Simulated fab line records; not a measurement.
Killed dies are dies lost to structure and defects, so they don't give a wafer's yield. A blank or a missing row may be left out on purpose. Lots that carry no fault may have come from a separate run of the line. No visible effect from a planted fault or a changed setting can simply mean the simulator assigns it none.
Comparing a struck lot with a sound one -- flow rit cmos -- 44 out of 202 route steps
Sound: these wafers, L773.1, L773.3, L773.5. Wafers struck: L781.1, L781.2, L781.4. Last of all comes the cause.
For every step that has rows: the tool of each side, followed by ch and its chambers, followed by its first start. Under that, the readings that differ: sound wafers -- struck wafers -- difference of the means -- sigmas: that difference in standard deviations of wafers without a fault.
alike: readings whose means differ by less than 2 such deviations, and words and numbers that are the same on both sides. not compared: withheld readings, readings that some wafer has no value for, bounds like >300 that may hide the same value, and numbers for which the record gives no deviation and whose values overlap.
Wherever a step has rows on one side only, a row that says differs or no value, or a row with sigmas, the two part there. Numbers that don't overlap but have no deviation are shown without sigmas and don't part them. Lack of a reading on every wafer of one side parts them only where that side has two or more wafers.

first, 3 steps without rows for these wafers: RIT_REOX_CLEAN_01 (cleans in dHF, time 30 s); RIT_REOX_CLEAN_02 (cleans in SC2, time 600 s); RIT_REOX_OXIDATION_03 (target thk 25.2 nm, ox time 5580 s).
RIT_REOX_THK_MEAS_04:
  struck on film metro-03, day 4 08:46; sound on film metro-04, day 3 01:36
  alike: REOX_OXIDE_THK
then, 6 steps without rows for these wafers: RIT_NLDD_HMDS_00 (prime time 60 s); RIT_NLDD_COAT_01 (resist thk 1000 nm); RIT_NLDD_SOFTBAKE_02 (time 60 s); RIT_NLDD_EXPOSE_03 (exposes mask M7, target cd 40700 nm); RIT_NLDD_PEB_04; RIT_NLDD_DEVELOP_05 (develop time 50 s).
RIT_NLDD_OVL_MEAS_06:
  struck on overlay-01, day 4 09:41; sound on overlay-02, day 3 02:31
reading,sound,struck,difference,sigmas
NLDD_OVL (nm),-3.7 -5.0 -2.1,0.6 0.4 0.3,+4.0,+3
then, 1 step without rows for these wafers: RIT_NLDD_HARDBAKE_07 (time 60 s).
RIT_NLDD_IMPLANT_08:
  sound on implanter-01 ch 0, day 3 02:42; struck on implanter-02 ch 0, day 4 09:59
reading,sound,struck,difference,sigmas
dose ions cm2,5.008e+14 5.002e+14 5.008e+14,7.093e+14 7.105e+14 7.099e+14,+2.093e+14,+99 or more
faraday current uA,1599 1540 1606,2188 2251 2201,+632,+19
  alike: end station pressure torr
RIT_NLDD_STRIP_09: strips in O2, time 180 s.
  sound on plasma asher-04 ch 0,1, day 3 02:51; struck on plasma asher-04 ch 0,1, day 4 10:08
  alike: chamber pressure mTorr, drypump motor current A
  not compared: rf hours counter h
RIT_NLDD_TW_MEAS_10:
  struck on film metro-01, day 4 10:19; sound on film metro-02, day 3 03:01
reading,sound,struck,difference,sigmas
NLDD_TW,2504 2496 2511,2722 2705 2700,+205,+10
then, 6 steps without rows for these wafers: RIT_PLDD_HMDS_00 (prime time 60 s); RIT_PLDD_COAT_01 (resist thk 1000 nm); RIT_PLDD_SOFTBAKE_02 (time 60 s); RIT_PLDD_EXPOSE_03 (exposes mask M8, target cd 40900 nm); RIT_PLDD_PEB_04; RIT_PLDD_DEVELOP_05 (develop time 50 s).
RIT_PLDD_OVL_MEAS_06:
  struck on overlay-01, day 4 11:21; sound on overlay-01, day 3 04:12
  alike: PLDD_OVL
then, 2 steps without rows for these wafers: RIT_PLDD_HARDBAKE_07 (time 60 s); RIT_PLDD_IMPLANT_08.
RIT_PLDD_STRIP_09: strips in O2, time 180 s.
  sound on plasma asher-01 ch 0,1, day 3 04:32; struck on plasma asher-01 ch 0,1, day 4 11:41
  alike: chamber pressure mTorr, drypump motor current A
  not compared: rf hours counter h
RIT_PLDD_TW_MEAS_10:
  struck on film metro-01, day 4 11:52; sound on film metro-01, day 3 04:43
  alike: PLDD_TW
then, 4 steps without rows for these wafers: RIT_SPACER_CLEAN_00 (cleans in SC1, time 600 s); RIT_SPACER_CLEAN_01 (cleans in dHF, time 30 s); RIT_SPACER_CLEAN_02 (cleans in SC2, time 600 s); RIT_SPACER_CVD_03 (deposits Si3N4 from SiH2Cl2/NH3, target thk 250 nm, time 3300 s).
RIT_SPACER_THK_MEAS_04:
  struck on film metro-04, day 4 14:13; sound on film metro-04, day 3 07:04
  alike: SPACER_NITRIDE_THK
RIT_SPACER_ETCHBACK_05: etches Si3N4 in SF6/CHF3, stops on SiO2, target depth 250 nm, time 240 s.
  sound on rie diel-04 ch 0,1,2, day 3 07:07; struck on rie diel-04 ch 1,2,3, day 4 14:16
  alike: chamber pressure mTorr, drypump motor current A, oes product au, throttle valve pct
  not compared: rf hours counter h
then, 6 steps without rows for these wafers: RIT_NSD_HMDS_00 (prime time 60 s); RIT_NSD_COAT_01 (resist thk 1000 nm); RIT_NSD_SOFTBAKE_02 (time 60 s); RIT_NSD_EXPOSE_03 (exposes mask M9, target cd 40700 nm); RIT_NSD_PEB_04; RIT_NSD_DEVELOP_05 (develop time 50 s).
RIT_NSD_OVL_MEAS_06:
  struck on overlay-01, day 4 15:23; sound on overlay-01, day 3 08:07
  alike: NSD_OVL
then, 2 steps without rows for these wafers: RIT_NSD_HARDBAKE_07 (time 60 s); RIT_NSD_IMPLANT_08.
RIT_NSD_STRIP_09: strips in O2, time 180 s.
  sound on plasma asher-03 ch 0,1, day 3 08:27; struck on plasma asher-03 ch 0,1, day 4 15:44
  alike: chamber pressure mTorr, drypump motor current A
  not compared: rf hours counter h
RIT_SDANNEAL_RS_MEAS_07: measurement is done with a four-point probe.
  struck on film metro-02, day 4 18:12; sound on film metro-03, day 3 10:57
reading,sound,struck,difference,sigmas
NLDD_RS (ohm/sq),151.3 151.4 151.3,113.2 113.6 113.4,-37.9,-68
RIT_M1_PROBE_99:
  struck on prober-02, day 5 01:37; sound on prober-02, day 3 18:08
reading,sound,struck,difference,sigmas
model.etest.nmos_0p3.r on ohm um,2163 2138 2176,2051 2055 2046,-108,
model.etest.nmos_0p15.r on ohm um,1121 1129 1142,1026 1023 1024,-106,
model.etest.nldd.rs ohm sq,367.2 368.2 378.7,291.9 290.7 295.4,-78.7,
model.etest.nmos turned.drive ua um,339.4 334.3 325.3,377 382.2 377.7,+46,
model.etest.nmos_0p15.drive ua um,477 476.3 465.8,500.9 499.6 500.4,+27.3,
model.etest.nldd.line ohm um,116.2 116 120.5,92.32 90.09 91.7,-26.20,
model.etest.nmos narrow.drive ua um,225.2 226.1 223.5,236.8 238.5 235.8,+12.1,
model.etest.nmos_0p3.drive ua um,226 229.3 227.1,234 233.7 233.2,+6,
  alike: killed at front end, killed dies, killed open, killed short

WHERE THEY PART
At RIT_NLDD_OVL_MEAS_06 first; at RIT_SDANNEAL_RS_MEAS_07 last (within this record only). Later steps at which nothing parts them and some readings are alike: RIT_M1_PROBE_99.

WHY: whatever the simulator had introduced
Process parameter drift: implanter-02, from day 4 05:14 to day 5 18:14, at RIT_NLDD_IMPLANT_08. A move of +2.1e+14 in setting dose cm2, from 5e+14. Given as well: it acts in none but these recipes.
